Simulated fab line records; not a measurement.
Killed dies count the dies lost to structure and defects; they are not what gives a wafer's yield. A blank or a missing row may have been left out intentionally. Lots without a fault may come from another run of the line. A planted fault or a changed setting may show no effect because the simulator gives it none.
The tool behind it: which one?    flow ritCmos    Sampling: 13 lots, 39 wafers, 4 of 202 route steps

## WHAT THE GAUGES READ, wafer by wafer
RIT_ACTIVE_THK_MEAS_02. Usual: ACTIVE_OXIDE_THK 46.4 nm, standard deviation 0.9.
lot   measured     on            ACTIVE_OXIDE_THK (nm)  flag
L296  day 1 17:37  filmMetro-03  47.0 46.4 46.2         
L297  day 1 22:12  filmMetro-04  45.8 46.1 46.2         
L299  day 2 09:19  filmMetro-04  47.4 46.8 46.9         
L300  day 2 13:07  filmMetro-04  47.3 46.8 46.1         
L301  day 2 18:26  filmMetro-03  46.3 46.9 46.5         
L302  day 2 23:12  filmMetro-04  46.0 46.2 46.1         
L305  day 3 16:22  filmMetro-01  45.9 45.4 44.7         
L306  day 3 19:04  filmMetro-04  45.8 45.5 45.4         
L307  day 4 01:24  filmMetro-04  46.9 46.9 46.7         
L308  day 4 05:56  filmMetro-04  46.4 45.4 46.7         
L309  day 4 10:04  filmMetro-01  46.6 46.0 45.8         
L315  day 5 17:40  filmMetro-04  47.1 46.8 46.9         
L318  day 6 07:04  filmMetro-04  46.8 45.9 46.4         

RIT_NWELL_TW_MEAS_10. Usual: NWELL_TW 2149, standard deviation 18.
lot   measured     on            NWELL_TW        flag
L296  day 2 02:42  filmMetro-04  2132 2136 2133  
L297  day 2 09:41  filmMetro-04  2132 2136 2145  
L299  day 2 18:29  filmMetro-04  2127 2121 2135  
L300  day 2 23:02  filmMetro-02  2172 2172 2176  
L301  day 3 03:31  filmMetro-01  2140 2135 2130  
L302  day 3 14:20  filmMetro-04  2139 2134 2145  
L305  day 4 05:28  filmMetro-04  2150 2146 2138  
L306  day 4 07:44  filmMetro-04  2158 2144 2152  
L307  day 4 10:49  filmMetro-01  2135 2135 2157  
L308  day 4 19:43  filmMetro-04  2148 2136 2135  
L309  day 4 23:32  filmMetro-02  2182 2180 2180  
L315  day 6 03:41  filmMetro-04  2130 2146 2130  
L318  day 6 17:01  filmMetro-01  2142 2144 2142  

RIT_SILICIDE_RS_MEAS_02: the measuring method here is four-point-probe. Usual: SILICIDE_TI_RS 48.2 ohm/sq, standard deviation 0.74.
lot   measured     on            SILICIDE_TI_RS (ohm/sq)  flag
L296  day 3 07:08  filmMetro-03  48.3 49.1 48.0           
L297  day 3 20:10  filmMetro-03  48.0 47.9 47.9           
L299  day 4 09:18  filmMetro-03  47.5 47.7 48.4           
L300  day 4 10:52  filmMetro-03  48.3 48.5 48.1           
L301  day 4 14:28  filmMetro-02  49.2 48.8 49.2           
L302  day 4 21:21  filmMetro-03  48.6 48.9 48.1           
L305  day 5 15:47  filmMetro-03  48.7 48.3 47.8           
L306  day 5 17:07  filmMetro-01  48.0 48.3 48.0           
L307  day 6 01:23  filmMetro-03  47.6 47.3 48.8           
L308  day 6 06:59  filmMetro-02  48.0 47.8 48.0           
L309  day 6 10:47  filmMetro-01  48.1 47.4 48.1           
L315  day 7 12:22  filmMetro-03  50.1 49.6 49.8           
L318  day 7 22:43  filmMetro-01  46.6 46.8 47.5           

## WHICH TOOL RAN EACH LOT (tool, then ch and the chambers of the sampled wafers, then the start)
lot   RIT_NLDD_STRIP_09
L296  plasmaAsher-03 ch 0,1, day 2 22:44
L297  plasmaAsher-01 ch 0,1, day 3 10:53
L299  plasmaAsher-02 ch 0,1, day 4 00:46
L300  plasmaAsher-01 ch 0,1, day 4 02:40
L301  plasmaAsher-01 ch 0,1, day 4 05:23
L302  plasmaAsher-02 ch 0,1, day 4 13:01
L305  plasmaAsher-02 ch 0,1, day 5 07:14
L306  plasmaAsher-01 ch 0,1, day 5 07:28
L307  plasmaAsher-03 ch 0,1, day 5 17:05
L308  plasmaAsher-02 ch 0,1, day 5 21:40
L309  plasmaAsher-03 ch 0, day 6 01:28
L315  plasmaAsher-02 ch 0,1, day 7 03:34
L318  plasmaAsher-01 ch 0,1, day 7 14:26
- RIT_NLDD_STRIP_09: strips in O2, time 180 s.

## WHAT THE TOOLS THEMSELVES READ (means of the sampled wafers that have a number; where no wafer has one, the mark that the record gives instead)
RIT_NLDD_STRIP_09. Usual: 6.1 A for drypumpMotorCurrentA, sd 0.41.
lot   tool            drypumpMotorCurrentA (A)  flag
L296  plasmaAsher-03  6.5                       
L297  plasmaAsher-01  5.9                       
L299  plasmaAsher-02  5.7                       
L300  plasmaAsher-01  6.1                       
L301  plasmaAsher-01  5.9                       
L302  plasmaAsher-02  5.8                       
L305  plasmaAsher-02  5.8                       
L306  plasmaAsher-01  6.1                       
L307  plasmaAsher-03  6.6                       
L308  plasmaAsher-02  5.8                       
L309  plasmaAsher-03  6.8                       
L315  plasmaAsher-02  5.8                       
L318  plasmaAsher-01  5.9                       

## THE ANSWER, worked out from the rows above alone
Rule: take the mean of a lot's wafers that have a number; if it is more than 3 standard deviations from the usual mean, the lot is off. A lot without any number at a reading at which 4 lots or more have one is off too. All remaining lots with rows at the step are treated as sound. Order of review: gauges by route order, followed by the tools' own readings, for which a lot's mean as printed above is used. The first step at which some lot is off is used, and at that step the reading that is off furthest; a lot without a number counts as furthest.
Across all readings shown, no lot is off: no conclusion can be drawn from this.

## WHAT THE SIMULATOR HAD INSERTED
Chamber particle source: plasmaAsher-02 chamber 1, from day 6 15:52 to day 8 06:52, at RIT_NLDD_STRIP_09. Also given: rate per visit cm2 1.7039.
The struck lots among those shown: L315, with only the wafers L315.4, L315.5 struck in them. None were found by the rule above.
